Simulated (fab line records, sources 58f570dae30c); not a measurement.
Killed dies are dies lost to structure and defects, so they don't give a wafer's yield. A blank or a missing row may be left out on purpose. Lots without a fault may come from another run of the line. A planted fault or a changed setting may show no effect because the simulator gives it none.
Which tool did it? | flow berkeley_cmos170 | 14 lots, 42 wafers sampled, at 7 steps of a route of 331

WHAT THE GAUGES READ, wafer by wafer
UCB170_NSD_TW_MEAS_10. Usual: NSD_TW 4214, standard deviation 43.
lot  | measured     | on            | NSD_TW         | flag
L842 | day 7 03:20  | film_metro-04 | 4215 4256 4223 |
L841 | day 7 03:50  | film_metro-02 | 4169 4166 4168 |
L843 | day 7 04:10  | film_metro-01 | 4245 4235 4241 |
L845 | day 7 15:19  | film_metro-02 | 4178 4163 4156 |
L844 | day 7 15:32  | film_metro-04 | 4269 4255 4220 |
L846 | day 7 15:46  | film_metro-01 | 4239 4239 4230 |
L851 | day 9 09:47  | film_metro-04 | 4102 4071 4077 | OFF
L854 | day 9 22:44  | film_metro-04 | 4063 4089 4056 | OFF
L856 | day 10 04:19 | film_metro-04 | 4225 4264 4249 |
L857 | day 10 04:34 | film_metro-04 | 4231 4229 4246 |
L859 | day 10 08:52 | film_metro-04 | 4244 4247 4243 |
L860 | day 10 09:11 | film_metro-04 | 4248 4253 4259 |
L861 | day 11 07:45 | film_metro-02 | 4111 4145 4131 |
L864 | day 12 00:22 | film_metro-04 | 4237 4220 4230 |

UCB170_SDANNEAL_RS_MEAS_03: measures by four-point-probe. Usual: NSD_RS 37.28 ohm/sq, standard deviation 0.1.
lot  | measured     | on            | NSD_RS (ohm/sq)   | flag
L842 | day 7 04:43  | film_metro-02 | 37.51 37.57 37.55 |
L841 | day 7 05:33  | film_metro-01 | 37.37 37.25 37.24 |
L843 | day 7 05:55  | film_metro-04 | 37.24 37.24 37.30 |
L845 | day 7 16:31  | film_metro-04 | 37.20 37.28 37.28 |
L844 | day 7 17:04  | film_metro-02 | 37.14 37.11 37.18 |
L846 | day 7 17:16  | film_metro-01 | 37.39 37.40 37.43 |
L851 | day 9 11:44  | film_metro-01 | 45.28 45.41 45.19 | OFF
L854 | day 9 23:58  | film_metro-01 | 45.34 45.34 45.25 | OFF
L856 | day 10 05:37 | film_metro-04 | 37.08 37.13 37.10 |
L857 | day 10 06:17 | film_metro-04 | 37.28 37.25 37.29 |
L859 | day 10 10:24 | film_metro-04 | 37.28 37.29 37.21 |
L860 | day 10 10:51 | film_metro-01 | 37.26 37.23 37.26 |
L861 | day 11 09:24 | film_metro-04 | 37.14 37.12 37.07 |
L864 | day 12 01:39 | film_metro-04 | 37.22 37.17 37.18 |

UCB170_V1_OVL_MEAS_13. Usual: V1_OVL 4 nm, standard deviation 5.1.
lot  | measured     | on         | V1_OVL (nm) | flag
L842 | day 7 22:22  | overlay-02 | 0 4 7       |
L841 | day 7 21:31  | overlay-01 | -4 -1 -3    |
L843 | day 7 22:37  | overlay-01 | 17 15 12    |
L845 | day 8 09:49  | overlay-01 | 5 5 4       |
L844 | day 8 09:35  | overlay-02 | 6 7 -1      |
L846 | day 8 09:21  | overlay-02 | 7 9 8       |
L851 | day 10 04:10 | overlay-02 | -2 -4 4     |
L854 | day 10 17:17 | overlay-02 | -3 -3 4     |
L856 | day 10 17:25 | overlay-02 | -1 -3 -3    |
L857 | day 10 23:54 | overlay-01 | 4 6 3       |
L859 | day 11 00:06 | overlay-02 | 9 8 3       |
L860 | day 11 02:25 | overlay-02 | 5 7 3       |
L861 | day 11 22:52 | overlay-02 | 5 3 6       |
L864 | day 12 21:50 | overlay-01 | 4 2 4       |

WHICH TOOL RAN EACH LOT (tool, then ch and the chambers of the sampled wafers, then the start)
lot  | UCB170_NSD_PEB_04                 | UCB170_NSD_IMPLANT_08           | UCB170_NSD_STRIP_09                  | UCB170_CONTACT_ETCH_18
L842 | litho_track-01 ch 0, day 7 02:38  | implanter-01 ch 0, day 7 03:04  | plasma_asher-04 ch 0,1, day 7 03:13  | rie_diel-01 ch 2,3, day 7 22:22 or earlier
L841 | litho_track-02 ch 0, day 7 03:11  | implanter-01 ch 0, day 7 03:37  | plasma_asher-02 ch 0,1, day 7 03:44  | rie_diel-04 ch 0,3, day 7 21:31 or earlier
L843 | litho_track-01 ch 0, day 7 03:31  | implanter-03 ch 0, day 7 03:57  | plasma_asher-04 ch 0,1, day 7 04:05  | rie_diel-04 ch 0,1,3, day 7 22:37 or earlier
L845 | litho_track-01 ch 0, day 7 14:38  | implanter-04 ch 0, day 7 15:04  | plasma_asher-04 ch 1, day 7 15:13    | rie_diel-01 ch 0,2, day 8 09:49 or earlier
L844 | litho_track-02 ch 0, day 7 14:52  | implanter-01 ch 0, day 7 15:17  | plasma_asher-01 ch 0,1, day 7 15:25  | rie_diel-03 ch 0,2,3, day 8 09:35 or earlier
L846 | litho_track-01 ch 0, day 7 15:06  | implanter-03 ch 0, day 7 15:32  | plasma_asher-04 ch 0,1, day 7 15:40  | rie_diel-04 ch 2,3, day 8 09:21 or earlier
L851 | litho_track-01 ch 0, day 9 09:07  | implanter-03 ch 0, day 9 09:33  | plasma_asher-02 ch 0,1, day 9 09:41  | rie_diel-04 ch 1,2, day 10 04:10 or earlier
L854 | litho_track-01 ch 0, day 9 21:40  | implanter-03 ch 0, day 9 22:29  | plasma_asher-01 ch 0,1, day 9 22:38  | rie_diel-03 ch 1,3, day 10 17:17 or earlier
L856 | litho_track-01 ch 0, day 10 03:38 | implanter-01 ch 0, day 10 04:04 | plasma_asher-04 ch 1, day 10 04:13   | rie_diel-04 ch 0,1,2, day 10 17:25 or earlier
L857 | litho_track-02 ch 0, day 10 03:52 | implanter-04 ch 0, day 10 04:20 | plasma_asher-02 ch 0,1, day 10 04:28 | rie_diel-03 ch 0,1,2, day 10 23:54 or earlier
L859 | litho_track-02 ch 0, day 10 08:11 | implanter-01 ch 0, day 10 08:37 | plasma_asher-01 ch 0,1, day 10 08:46 | rie_diel-01 ch 2,3, day 11 00:06 or earlier
L860 | litho_track-04 ch 0, day 10 08:31 | implanter-04 ch 0, day 10 08:56 | plasma_asher-01 ch 0,1, day 10 09:05 | rie_diel-01 ch 1,2,3, day 11 02:25 or earlier
L861 | litho_track-04 ch 0, day 11 07:07 | implanter-04 ch 0, day 11 07:32 | plasma_asher-02 ch 0,1, day 11 07:39 | rie_diel-04 ch 1,2,3, day 11 22:52 or earlier
L864 | litho_track-04 ch 0, day 11 23:37 | implanter-01 ch 0, day 12 00:08 | plasma_asher-02 ch 0,1, day 12 00:15 | rie_diel-03 ch 0,1, day 12 21:50 or earlier
- UCB170_NSD_PEB_04
- UCB170_NSD_IMPLANT_08
- UCB170_NSD_STRIP_09: strips in O2.
- UCB170_CONTACT_ETCH_18: etches PSG in CHF3/CF4/Ar, stops on TiSi2, target depth 840 nm, time 195 s.

WHAT THE TOOLS THEMSELVES READ (means of the sampled wafers that have a number; where no wafer has one, the mark that the record gives instead)
UCB170_NSD_PEB_04. Usual: exhaust_pa 44.9 Pa, standard deviation 0.8; plate_sensor_t_centre_C 131.41 C, standard deviation 0.0092; plate_sensor_t_edge_C 131.53 C, standard deviation 0.01.
lot  | tool           | exhaust_pa (Pa) | plate_sensor_t_centre_C (C) | plate_sensor_t_edge_C (C) | flag
L842 | litho_track-01 | 44.7            | 131.41                      | 131.53                    |
L841 | litho_track-02 | 45.1            | 131.41                      | 131.54                    |
L843 | litho_track-01 | 45.1            | 131.40                      | 131.54                    |
L845 | litho_track-01 | 43.7            | 131.40                      | 131.54                    |
L844 | litho_track-02 | 45.3            | 131.42                      | 131.54                    |
L846 | litho_track-01 | 43.6            | 131.42                      | 131.54                    |
L851 | litho_track-01 | 44.6            | 131.41                      | 131.53                    |
L854 | litho_track-01 | 44.1            | 131.40                      | 131.53                    |
L856 | litho_track-01 | 46.2            | 131.39                      | 131.53                    |
L857 | litho_track-02 | 44.8            | 131.41                      | 131.54                    |
L859 | litho_track-02 | 44.8            | 131.40                      | 131.53                    |
L860 | litho_track-04 | 43.8            | 131.40                      | 131.53                    |
L861 | litho_track-04 | 45.4            | 131.40                      | 131.53                    |
L864 | litho_track-04 | 44.8            | 131.41                      | 131.53                    |

UCB170_NSD_IMPLANT_08. Usual: dose_ions_cm2 2.9994e+15, standard deviation 2.5e+12; end_station_pressure_torr 1.27e-05 Torr, standard deviation 5.5e-07; faraday_current_uA 9260, standard deviation 180.
lot  | tool         | dose_ions_cm2 | end_station_pressure_torr (Torr) | faraday_current_uA | flag
L842 | implanter-01 | 3.0013e+15    | 1.23e-05                         | 9276               |
L841 | implanter-01 | 3.0002e+15    | 1.25e-05                         | 9372               |
L843 | implanter-03 | 2.9998e+15    | 1.31e-05                         | 9283               |
L845 | implanter-04 | 3.0009e+15    | 1.29e-05                         | 9241               |
L844 | implanter-01 | 2.9986e+15    | 1.28e-05                         | 9003               |
L846 | implanter-03 | 3.0003e+15    | 1.23e-05                         | 9262               |
L851 | implanter-03 | 2.0998e+15    | 1.05e-05                         | 6606               | OFF
L854 | implanter-03 | 2.1003e+15    | 1.04e-05                         | 6489               | OFF
L856 | implanter-01 | 2.9975e+15    | 1.31e-05                         | 9282               |
L857 | implanter-04 | 3.0032e+15    | 1.25e-05                         | 9308               |
L859 | implanter-01 | 2.9997e+15    | 1.28e-05                         | 9204               |
L860 | implanter-04 | 3.0017e+15    | 1.26e-05                         | 9360               |
L861 | implanter-04 | 3.0021e+15    | 1.31e-05                         | 9339               |
L864 | implanter-01 | 2.9986e+15    | 1.21e-05                         | 9097               |

UCB170_NSD_STRIP_09. Usual: drypump_motor_current_A 5.87 A, standard deviation 0.21; oes_product_au 0.534 a.u., standard deviation 0.0049; strip_time_to_endpoint_s 35.82 s, standard deviation 0.081.
lot  | tool            | drypump_motor_current_A (A) | oes_product_au (a.u.) | strip_time_to_endpoint_s (s) | flag
L842 | plasma_asher-04 | 5.72                        | 0.539                 | 35.69                        |
L841 | plasma_asher-02 | 5.75                        | 0.531                 | 35.82                        |
L843 | plasma_asher-04 | 5.71                        | 0.535                 | 35.84                        |
L845 | plasma_asher-04 | 5.65                        | 0.533                 | 35.72                        |
L844 | plasma_asher-01 | 6.18                        | 0.534                 | 35.94                        |
L846 | plasma_asher-04 | 5.76                        | 0.534                 | 35.78                        |
L851 | plasma_asher-02 | 5.86                        | 0.559                 | 32.50                        | OFF
L854 | plasma_asher-01 | 6.17                        | 0.560                 | 32.46                        | OFF
L856 | plasma_asher-04 | 5.70                        | 0.528                 | 35.90                        |
L857 | plasma_asher-02 | 5.85                        | 0.536                 | 35.77                        |
L859 | plasma_asher-01 | 6.08                        | 0.534                 | 35.81                        |
L860 | plasma_asher-01 | 6.17                        | 0.534                 | 35.95                        |
L861 | plasma_asher-02 | 5.86                        | 0.533                 | 35.85                        |
L864 | plasma_asher-02 | 5.86                        | 0.533                 | 35.78                        |

UCB170_CONTACT_ETCH_18. Usual: drypump_motor_current_A 5.47 A, standard deviation 0.28; oes_product_au 0.892 a.u., standard deviation 0.014; throttle_valve_pct 6.97 %, standard deviation 0.12.
lot  | tool        | drypump_motor_current_A (A) | oes_product_au (a.u.) | throttle_valve_pct (%) | flag
L842 | rie_diel-01 | 5.69                        | 0.899                 | 6.96                   |
L841 | rie_diel-04 | 5.18                        | 0.887                 | 6.98                   |
L843 | rie_diel-04 | 5.34                        | 0.895                 | 7.03                   |
L845 | rie_diel-01 | 5.20                        | 0.898                 | 6.85                   |
L844 | rie_diel-03 | 5.69                        | 0.885                 | 6.95                   |
L846 | rie_diel-04 | 5.25                        | 0.890                 | 6.94                   |
L851 | rie_diel-04 | 5.58                        | 0.882                 | 6.92                   |
L854 | rie_diel-03 | 5.35                        | 0.872                 | 7.08                   |
L856 | rie_diel-04 | 5.52                        | 0.891                 | 6.96                   |
L857 | rie_diel-03 | 5.71                        | 0.894                 | 6.95                   |
L859 | rie_diel-01 | 5.68                        | 0.902                 | 6.95                   |
L860 | rie_diel-01 | 5.52                        | 0.901                 | 7.00                   |
L861 | rie_diel-04 | 5.40                        | 0.887                 | 6.99                   |
L864 | rie_diel-03 | 5.66                        | 0.892                 | 6.85                   |

THE ANSWER, worked out from the rows above alone
Rule: a lot is off if the mean of its wafers that have a number lies more than 3 standard deviations from the usual mean. A lot without any number at a reading at which 4 lots or more have one is off too. The other lots that the step has rows for count as sound. The gauges are gone through in route order, then the tools' own readings, and for those a lot's mean is taken as printed above. The first step at which some lot is off is used, and at that step the reading that is off furthest; a lot without a number counts as furthest.
Off: L851, L854, at UCB170_NSD_TW_MEAS_10 (NSD_TW).
A tool fits if, at a process step before that reading, it ran every lot that is off, and no sound lot after the first of them. The gauges at UCB170_NSD_TW_MEAS_10 aren't tried: what is off there is off at UCB170_SDANNEAL_RS_MEAS_03 too, on other tools, and a gauge's error can't cause that. One fits: implanter-03 at UCB170_NSD_IMPLANT_08. Its last sound lot is L846 (day 7 15:32), its first lot that is off L851 (day 9 09:33): a fault that began between those two fits.
The tool's own readings at UCB170_NSD_IMPLANT_08 bear it out: on the lots that are off they differ by more than 5 times the standard deviation of the sound lots' means. dose_ions_cm2 reads 2.1000e+15 there against 3.0003e+15 on the sound lots; end_station_pressure_torr reads 1.04e-05 Torr there against 1.27e-05 Torr on the sound lots; faraday_current_uA reads 6548 there against 9252 on the sound lots.

WHAT THE SIMULATOR HAD PUT IN
Process parameter drift: implanter-03, from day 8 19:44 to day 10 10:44, at UCB170_NSD_IMPLANT_08. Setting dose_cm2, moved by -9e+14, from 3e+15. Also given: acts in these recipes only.
Lots struck among those shown: L851, L854. The rule above found the same.
